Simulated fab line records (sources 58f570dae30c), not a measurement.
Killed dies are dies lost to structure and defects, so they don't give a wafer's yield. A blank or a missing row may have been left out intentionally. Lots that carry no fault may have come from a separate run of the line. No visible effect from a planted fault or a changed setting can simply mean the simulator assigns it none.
Split-lot study :: flow berkeley cmos170 :: 5 lots, 23 wafers read, on a route of 331 steps

ABOUT THE SPLIT
At UCB170_M1_COAT_04 (resist thk 900 nm), the setting spin rpm was moved away from the recipe's 1500 rpm on 10 of the 23 wafers read, by -6.2% to +7.2%. This setting was run at the recipe's value on the other wafers.

The reading is taken at the split's own step.

THE READING
KrF_of_M1_COAT_04.thk nm (the simulator's own value, which no gauge read), in nm, at UCB170_M1_COAT_04 (resist thk 900 nm). No usual value for it is given in the file. Across the 13 wafers here that went through the recipe, the average is 898.7 nm and the standard deviation 2.2 nm.

wafer: L076.1
tool, chamber at the split: litho track-02, 0
spin rpm as run, rpm: 1531
against the recipe: +2.1%
KrF_of_M1_COAT_04.thk nm, nm: 889.1
against lot-mates on the recipe: -9.4

wafer: L076.2
tool, chamber at the split: litho track-02, 0
spin rpm as run, rpm: 1531
against the recipe: +2.1%
KrF_of_M1_COAT_04.thk nm, nm: 891.5
against lot-mates on the recipe: -7.0

wafer: L076.3
tool, chamber at the split: litho track-02, 0
spin rpm as run, rpm: 1531
against the recipe: +2.1%
KrF_of_M1_COAT_04.thk nm, nm: 890
against lot-mates on the recipe: -8.5

wafer: L076.4
tool, chamber at the split: litho track-02, 0
spin rpm as run, rpm: 1500
against the recipe: recipe
KrF_of_M1_COAT_04.thk nm, nm: 900.4
against lot-mates on the recipe: -

wafer: L076.5
tool, chamber at the split: litho track-02, 0
spin rpm as run, rpm: 1500
against the recipe: recipe
KrF_of_M1_COAT_04.thk nm, nm: 896.5
against lot-mates on the recipe: -

wafer: L078.1
tool, chamber at the split: litho track-03, 0
spin rpm as run, rpm: 1500
against the recipe: recipe
KrF_of_M1_COAT_04.thk nm, nm: 899.4
against lot-mates on the recipe: -

wafer: L078.4
tool, chamber at the split: litho track-03, 0
spin rpm as run, rpm: 1500
against the recipe: recipe
KrF_of_M1_COAT_04.thk nm, nm: 902.1
against lot-mates on the recipe: -

wafer: L078.6
tool, chamber at the split: litho track-03, 0
spin rpm as run, rpm: 1500
against the recipe: recipe
KrF_of_M1_COAT_04.thk nm, nm: 897.4
against lot-mates on the recipe: -

wafer: L081.1
tool, chamber at the split: litho track-04, 0
spin rpm as run, rpm: 1500
against the recipe: recipe
KrF_of_M1_COAT_04.thk nm, nm: 896.2
against lot-mates on the recipe: -

wafer: L081.2
tool, chamber at the split: litho track-04, 0
spin rpm as run, rpm: 1407
against the recipe: -6.2%
KrF_of_M1_COAT_04.thk nm, nm: 924.5
against lot-mates on the recipe: +28.5

wafer: L081.3
tool, chamber at the split: litho track-04, 0
spin rpm as run, rpm: 1500
against the recipe: recipe
KrF_of_M1_COAT_04.thk nm, nm: 895.9
against lot-mates on the recipe: -

wafer: L081.5
tool, chamber at the split: litho track-04, 0
spin rpm as run, rpm: 1407
against the recipe: -6.2%
KrF_of_M1_COAT_04.thk nm, nm: 925.9
against lot-mates on the recipe: +29.9

wafer: L081.6
tool, chamber at the split: litho track-04, 0
spin rpm as run, rpm: 1407
against the recipe: -6.2%
KrF_of_M1_COAT_04.thk nm, nm: 924.1
against lot-mates on the recipe: +28.1

wafer: L084.1
tool, chamber at the split: litho track-03, 0
spin rpm as run, rpm: 1500
against the recipe: recipe
KrF_of_M1_COAT_04.thk nm, nm: 900.2
against lot-mates on the recipe: -

wafer: L084.2
tool, chamber at the split: litho track-03, 0
spin rpm as run, rpm: 1500
against the recipe: recipe
KrF_of_M1_COAT_04.thk nm, nm: 902.1
against lot-mates on the recipe: -

wafer: L084.3
tool, chamber at the split: litho track-03, 0
spin rpm as run, rpm: 1500
against the recipe: recipe
KrF_of_M1_COAT_04.thk nm, nm: 895.5
against lot-mates on the recipe: -

wafer: L084.5
tool, chamber at the split: litho track-03, 0
spin rpm as run, rpm: 1576
against the recipe: +5.1%
KrF_of_M1_COAT_04.thk nm, nm: 878
against lot-mates on the recipe: -21.3

wafer: L084.6
tool, chamber at the split: litho track-03, 0
spin rpm as run, rpm: 1576
against the recipe: +5.1%
KrF_of_M1_COAT_04.thk nm, nm: 878.5
against lot-mates on the recipe: -20.8

wafer: L085.2
tool, chamber at the split: litho track-04, 0
spin rpm as run, rpm: 1500
against the recipe: recipe
KrF_of_M1_COAT_04.thk nm, nm: 898.5
against lot-mates on the recipe: -

wafer: L085.3
tool, chamber at the split: litho track-04, 0
spin rpm as run, rpm: 1608
against the recipe: +7.2%
KrF_of_M1_COAT_04.thk nm, nm: 867.9
against lot-mates on the recipe: -31.1

wafer: L085.4
tool, chamber at the split: litho track-04, 0
spin rpm as run, rpm: 1500
against the recipe: recipe
KrF_of_M1_COAT_04.thk nm, nm: 898.2
against lot-mates on the recipe: -

wafer: L085.5
tool, chamber at the split: litho track-04, 0
spin rpm as run, rpm: 1500
against the recipe: recipe
KrF_of_M1_COAT_04.thk nm, nm: 900.4
against lot-mates on the recipe: -

wafer: L085.6
tool, chamber at the split: litho track-04, 0
spin rpm as run, rpm: 1608
against the recipe: +7.2%
KrF_of_M1_COAT_04.thk nm, nm: 865
against lot-mates on the recipe: -34.0

FIT RESULTS
A straight line over all 23 wafers: KrF_of_M1_COAT_04.thk nm changes by -4.27 nm for each +1% of spin rpm; r = -0.99; the points scatter about the line by 1.9 nm.
The same after taking each lot's own level away (the mean of its wafers on the recipe; 23 wafers): -4.5 nm for each +1%; r = -0.99; scatter 1.7 nm.
The reading moves by 32 nm for the largest change in spin rpm, on that fit.
The lots' own levels span 896.05 to 899.63 nm, that is 1.6 times the standard deviation above.
The two slopes agree, so the slope changes little with the lot-to-lot level.
Check: -32.2 nm against its lot-mates is what the line predicts for one of the wafers moved furthest among these (+7.2%) when that wafer is left out of the fit. It came out at -31.1 nm against them.

THE OTHER SPLITS THESE WAFERS WENT THROUGH
Before the reading, these wafers also passed through other splits. Each is held against what the fit with the lots' levels taken away leaves over:
other split on the same wafers: UCB170_PLDD_COAT_01 resist thk nm
wafers away from the commonest value: 5
r with KrF_of_M1_COAT_04.thk nm (lot level and that fit taken away): -0.03

other split on the same wafers: UCB170_NLDD_EXPOSE_03 dose mj
wafers away from the commonest value: 7
r with KrF_of_M1_COAT_04.thk nm (lot level and that fit taken away): +0.27

other split on the same wafers: UCB170_NLDD_PEB_04 peb temp c
wafers away from the commonest value: 5
r with KrF_of_M1_COAT_04.thk nm (lot level and that fit taken away): -0.21

other split on the same wafers: UCB170_NSD_PEB_04 peb temp c
wafers away from the commonest value: 9
r with KrF_of_M1_COAT_04.thk nm (lot level and that fit taken away): -0.09

other split on the same wafers: UCB170_CONTACT_PEB_13 peb temp c
wafers away from the commonest value: 11
r with KrF_of_M1_COAT_04.thk nm (lot level and that fit taken away): -0.30

THE WHOLE CHAIN: every reading that the file lists as answering this split, in the file's order
step: UCB170_M1_COAT_04
what it does: resist thk 900 nm
reading: KrF_of_M1_COAT_04.thk nm (the simulator's own value, which no gauge read)
change (the file's fit): -4.46 nm for each +1% of the setting
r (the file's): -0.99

step: UCB170_M1_METAL_ETCH_12
what it does: etches Al in Cl2/BCl3, stops on PSG, target depth 780 nm, time 130 s
reading: KrF_of_M1_COAT_04.thk nm (the simulator's own value, which no gauge read)
change (the file's fit): -4.47 nm for each +1% of the setting, in a fit together with time s@M1_METAL_ETCH_12
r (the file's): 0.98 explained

FILE'S OWN FIT
KrF_of_M1_COAT_04.thk nm changes by -4.46 nm for each +1% of spin rpm, r = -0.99.
